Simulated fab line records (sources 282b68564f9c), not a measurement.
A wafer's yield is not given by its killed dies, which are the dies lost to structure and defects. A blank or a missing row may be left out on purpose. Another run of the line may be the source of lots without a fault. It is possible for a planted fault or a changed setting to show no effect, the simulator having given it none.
Code-filled problem report in 8D (eight disciplines) form + flow rit cmos + the parts of the form that need people (team, actions taken, sign-off) are left out

== 1. WHAT IS WRONG ==
Mean of run length s at RIT_PRETRO_STRIP_09: 27.2 s over 3 wafers from 1 lot, against 208.3 s (standard deviation 0.35) on wafers with no fault. So: -99 or more standard deviations from the usual mean.
The step: strips in O2, time 180 s.
Seen first at day 5 14:23 on plasma asher-04, wafer L217.2. At this step, 39 wafers from 13 lots have a number in the record. Rule for "out" (also "out of limits"): further than 4 standard deviations from the usual mean. Any other wafer with a number is counted as sound.

== 2. WHAT IT IS, WHAT IT ISN'T ==
| question                    | is                     | is not                                                                          |
|-----------------------------|------------------------|---------------------------------------------------------------------------------|
| which readings at this step | run length s           | drypump motor current A                                                         |
| which lots                  | L217                   | L203, L206, L207, L208, L209, L210, L212, L215, L216, L219, L222, L226          |
| which wafers of those lots  | all that have a number | -                                                                               |
| read on which tools         | plasma asher-04        | plasma asher-01, plasma asher-02                                                |
| when                        | from day 5 14:23       | up to then (27 sound wafers); but 9 sound wafers of L219, L222, L226 came after |

== 3. SUSPECTS, AND WHAT RULES EACH OUT ==
Counting: a tool stays on the suspect list if, at a process step up to the reading, it processed all lots that are out and no sound lot following the first of them.
- plasma asher-04 at RIT_PRETRO_STRIP_09 (strips in O2, time 180 s): kept. It ran the lot that is out, L217 (day 5 14:23), and no sound lot after that; its last sound lot up to then is L216 (day 5 04:52). Its own readings are out on those wafers: run length s.
The count leaves plasma asher-04 at RIT_PRETRO_STRIP_09.

== 4. THE CAUSE (what the simulator had put in) ==
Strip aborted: plasma asher-04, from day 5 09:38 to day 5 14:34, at RIT_PRETRO_STRIP_09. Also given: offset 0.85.
Counting left only this tool.

== 5. SEQUENCE OF EFFECTS, ordered by route ==
One row per reading whose mean, taken over the struck wafers that have a number, lies over 3 standard deviations from the usual. Only readings for which the record gives a usual standard deviation are gone through. hours: the time from each lot's start at the first step in this table that gives one to its start at this step, as a median over the lots. sigmas: the change in usual standard deviations.
| hours | step                | reading             | usual   | on struck wafers | change | sigmas      |
|-------|---------------------|---------------------|---------|------------------|--------|-------------|
| 0     | RIT_PRETRO_STRIP_09 | run length s        | 208.3 s | 27.2             | -181.1 | -99 or more |
| 35    | RIT_M1_PROBE_99     | killed at front end | 7       | 264              | +257   | +83         |
| 35    | RIT_M1_PROBE_99     | killed dies         | 7       | 264              | +257   | +83         |
| 35    | RIT_M1_PROBE_99     | killed on rim       | 1.9     | 70.0             | +68.1  | +52         |
Process steps it contains:
- RIT_PRETRO_STRIP_09: strips in O2, time 180 s.
- RIT_M1_PROBE_99

== 6. HOW IT WOULD HAVE BEEN CAUGHT EARLIER ==
The fault began at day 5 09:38; the first out-of-limits reading in this record came at day 5 14:23, 5 hours later.
